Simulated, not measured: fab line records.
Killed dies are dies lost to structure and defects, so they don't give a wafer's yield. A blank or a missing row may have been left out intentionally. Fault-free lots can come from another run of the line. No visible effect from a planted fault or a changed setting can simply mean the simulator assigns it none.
Which tool is to blame? || flow berkeleyCmos170 || Sampling: 14 lots, 42 wafers, 2 of 331 route steps

## WHAT THE GAUGES SHOWED, per wafer
UCB170_V1_CD_MEAS_12: the cd target is 700 nm.
{"lot": "L611", "measured": "day 8 14:18", "on": "cdSem-01", "cdNm (nm)": "698.1 699.7 700.3"}
{"lot": "L614", "measured": "day 9 09:34", "on": "cdSem-01", "cdNm (nm)": "700.1 701.4 700.5"}
{"lot": "L615", "measured": "day 9 17:58", "on": "cdSem-01", "cdNm (nm)": "700.5 700.6 700.1"}
{"lot": "L616", "measured": "day 9 19:44", "on": "cdSem-02", "cdNm (nm)": "698.4 698.4 699.2"}
{"lot": "L617", "measured": "day 10 00:32", "on": "cdSem-02", "cdNm (nm)": "699.1 699.9 700.6"}
{"lot": "L618", "measured": "day 10 02:00", "on": "cdSem-01", "cdNm (nm)": "701.5 703.2 701.9"}
{"lot": "L622", "measured": "day 11 01:17", "on": "cdSem-01", "cdNm (nm)": "700.4 700.8 701.1"}
{"lot": "L625", "measured": "day 11 08:38", "on": "cdSem-01", "cdNm (nm)": "698.8 698.6 698.8"}
{"lot": "L624", "measured": "day 11 10:22", "on": "cdSem-02", "cdNm (nm)": "701.2 702.1 700.5"}
{"lot": "L629", "measured": "day 16 05:13", "on": "cdSem-02", "cdNm (nm)": "702.1 700.8 700.2"}
{"lot": "L628", "measured": "day 16 05:47", "on": "cdSem-02", "cdNm (nm)": "700.8 702.0 701.7"}
{"lot": "L633", "measured": "day 16 05:59", "on": "cdSem-02", "cdNm (nm)": "699.0 699.1 699.2"}
{"lot": "L631", "measured": "day 16 06:20", "on": "cdSem-02", "cdNm (nm)": "700.6 700.4 700.6"}
{"lot": "L630", "measured": "day 16 06:41", "on": "cdSem-02", "cdNm (nm)": "699.3 700.4 700.5"}

UCB170_V2_THK_MEAS_04.
{"lot": "L611", "measured": "day 8 19:02", "on": "filmMetro-04", "V2_POLISHED_THK (nm)": "999.8 999.8 999.6"}
{"lot": "L614", "measured": "day 9 13:50", "on": "filmMetro-04", "V2_POLISHED_THK (nm)": "999.3 999.8 999.6"}
{"lot": "L615", "measured": "day 9 21:53", "on": "filmMetro-04", "V2_POLISHED_THK (nm)": "999.6 999.5 1000.0"}
{"lot": "L616", "measured": "day 9 23:38", "on": "filmMetro-04", "V2_POLISHED_THK (nm)": "998.1 998.3 999.3"}
{"lot": "L617", "measured": "day 10 05:06", "on": "filmMetro-04", "V2_POLISHED_THK (nm)": "1000.8 1000.8 1001.1"}
{"lot": "L618", "measured": "day 10 06:40", "on": "filmMetro-03", "V2_POLISHED_THK (nm)": "1000.3 1001.5 999.5"}
{"lot": "L622", "measured": "day 11 05:32", "on": "filmMetro-04", "V2_POLISHED_THK (nm)": "998.9 1000.0 1000.4"}
{"lot": "L625", "measured": "day 11 13:56", "on": "filmMetro-03", "V2_POLISHED_THK (nm)": "1001.5 1000.8 1001.5"}
{"lot": "L624", "measured": "day 11 16:01", "on": "filmMetro-02", "V2_POLISHED_THK (nm)": "1001.4 999.4 1001.1"}
{"lot": "L629", "measured": "day 16 12:23", "on": "filmMetro-02", "V2_POLISHED_THK (nm)": "999.1 998.7 1001.2"}
{"lot": "L628", "measured": "day 16 13:43", "on": "filmMetro-04", "V2_POLISHED_THK (nm)": "998.4 998.9 998.9"}
{"lot": "L633", "measured": "day 16 13:59", "on": "filmMetro-03", "V2_POLISHED_THK (nm)": "999.1 998.3 999.9"}
{"lot": "L631", "measured": "day 16 14:37", "on": "filmMetro-02", "V2_POLISHED_THK (nm)": "999.8 998.9 999.9"}
{"lot": "L630", "measured": "day 16 16:41", "on": "filmMetro-03", "V2_POLISHED_THK (nm)": "1000.7 999.4 999.9"}

## WHICH TOOL RAN EACH LOT (tool, then ch and the chambers of the sampled wafers, then the start)
Record: no process step prior to these readings.

## AS READ BY THE TOOLS THEMSELVES (means over the sampled wafers that have a number; for cases with no such wafer, the mark the record gives instead)
The record holds no such reading with a usual standard deviation.

## THE ANSWER, worked out from the rows above alone
Rule: the usual values come from the lots themselves. The widest of any qualifying gaps counts: lots, ordered by their means at a reading, are off when they make up no more than a third of the lots, leave a main group of 4 or more, and stand apart from it by 3 or more times the standard deviation of that group's means. Not used: any main group whose means are identical at the precision the tables above print for the reading. Also off: a lot with no number at a reading for which 4 or more lots have one. All remaining lots with rows at the step are treated as sound. The gauges are gone through in route order, then the tools' own readings, and for those a lot's mean is taken as printed above. At the first step where some lot is off, the reading lying furthest off is the one used; lots without a number count as furthest.
Nothing can be told from this: no lot is off at any reading shown.

## WHAT THE SIMULATOR HAD PUT IN
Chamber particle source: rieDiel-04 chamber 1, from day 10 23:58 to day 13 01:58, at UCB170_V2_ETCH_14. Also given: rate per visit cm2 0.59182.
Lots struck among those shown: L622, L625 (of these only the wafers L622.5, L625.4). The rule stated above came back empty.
